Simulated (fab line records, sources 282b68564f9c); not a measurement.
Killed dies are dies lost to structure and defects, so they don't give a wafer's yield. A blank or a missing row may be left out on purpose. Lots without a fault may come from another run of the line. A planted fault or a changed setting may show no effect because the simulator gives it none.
Which tool did it? | flow rit_cmos | 14 lots, 42 wafers sampled, at 2 steps of a route of 202

WHAT THE GAUGES READ, wafer by wafer
RIT_GATE_OVL_MEAS_17.
lot  | measured    | on         | GATE_OVL (nm)
L617 | day 2 13:57 | overlay-01 | -1.4 -0.1 0.1
L619 | day 3 00:20 | overlay-01 | 0.0 -1.6 -0.5
L620 | day 3 03:47 | overlay-01 | -1.4 0.2 1.1
L621 | day 3 09:40 | overlay-01 | 1.1 1.3 -0.8
L624 | day 4 00:19 | overlay-02 | -2.8 -2.5 -1.6
L626 | day 4 14:16 | overlay-01 | 0.0 0.1 0.5
L627 | day 4 16:01 | overlay-01 | -0.8 -0.7 -0.3
L628 | day 4 19:46 | overlay-02 | 1.7 0.5 0.2
L629 | day 5 01:47 | overlay-02 | 0.0 -0.3 -0.3
L632 | day 5 20:23 | overlay-02 | -0.4 -0.1 1.5
L633 | day 5 22:02 | overlay-02 | 110.9 112.3 112.3 110.4 111.5 112.0
L634 | day 6 02:20 | overlay-01 | 0.5 3.0 -0.1
L635 | day 6 11:25 | overlay-02 | 112.0 113.8 112.1 111.5 113.5 111.1
L637 | day 6 16:46 | overlay-02 | 0.2 0.3 0.4

WHICH TOOL RAN EACH LOT (tool, then ch and the chambers of the sampled wafers, then the start)
lot  | RIT_GATE_EXPOSE_13
L617 | iline_stepper-02 ch 0, day 2 13:26
L619 | iline_stepper-02 ch 0, day 2 23:49
L620 | iline_stepper-01 ch 0, day 3 03:16
L621 | iline_stepper-02 ch 0, day 3 09:01
L624 | iline_stepper-02 ch 0, day 3 23:48
L626 | iline_stepper-02 ch 0, day 4 13:45
L627 | iline_stepper-01 ch 0, day 4 15:29
L628 | iline_stepper-01 ch 0, day 4 19:14
L629 | iline_stepper-02 ch 0, day 5 01:16
L632 | iline_stepper-02 ch 0, day 5 19:53
L633 | iline_stepper-02 ch 0, day 5 21:31
L634 | iline_stepper-01 ch 0, day 6 01:49
L635 | iline_stepper-02 ch 0, day 6 10:54
L637 | iline_stepper-01 ch 0, day 6 16:17
- RIT_GATE_EXPOSE_13: exposes mask M6, target cd 150 nm.

WHAT THE TOOLS THEMSELVES READ (means of the sampled wafers that have a number; where no wafer has one, the mark that the record gives instead)
RIT_GATE_EXPOSE_13.
lot  | tool             | reticle_temp_C (C)
L617 | iline_stepper-02 | 22.95
L619 | iline_stepper-02 | 22.95
L620 | iline_stepper-01 | 22.93
L621 | iline_stepper-02 | 23.08
L624 | iline_stepper-02 | 22.93
L626 | iline_stepper-02 | 22.95
L627 | iline_stepper-01 | 22.94
L628 | iline_stepper-01 | 23.04
L629 | iline_stepper-02 | 22.93
L632 | iline_stepper-02 | 23.06
L633 | iline_stepper-02 | 23.04
L634 | iline_stepper-01 | 23.01
L635 | iline_stepper-02 | 22.95
L637 | iline_stepper-01 | 23.05

THE ANSWER, worked out from the rows above alone
Rule: what is usual is taken from the lots themselves. Put in order of their means at a reading, lots are off if they are a third of the lots or fewer, leave a main group of 4 or more, and stand apart from it by a gap of 3 or more times the standard deviation of the main group's means; of several such gaps the widest counts. A main group whose means are all the same, to the digits that the tables above print for the reading, isn't used. A lot without any number at a reading at which 4 lots or more have one is off too. The other lots that the step has rows for count as sound. The gauges are gone through in route order, then the tools' own readings, and for those a lot's mean is taken as printed above. The first step at which some lot is off is used, and at that step the reading that is off furthest; a lot without a number counts as furthest.
Off: L633, L635, at RIT_GATE_OVL_MEAS_17 (GATE_OVL). The main group: mean -0.1 nm, standard deviation 0.85.
A tool fits if, at a process step before that reading, it ran every lot that is off, and no sound lot after the first of them. The gauges at RIT_GATE_OVL_MEAS_17 are tried like those tools. One fits: iline_stepper-02 at RIT_GATE_EXPOSE_13. Its last sound lot is L632 (day 5 19:53), its first lot that is off L633 (day 5 21:31): a fault that began between those two fits.

WHAT THE SIMULATOR HAD PUT IN
Scanner matching overlay: iline_stepper-02, from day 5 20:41 on, at RIT_GATE_EXPOSE_13. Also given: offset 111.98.
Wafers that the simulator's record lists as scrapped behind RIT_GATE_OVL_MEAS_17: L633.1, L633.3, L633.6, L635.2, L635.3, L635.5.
Lots struck among those shown: L633, L635. The rule above found the same.
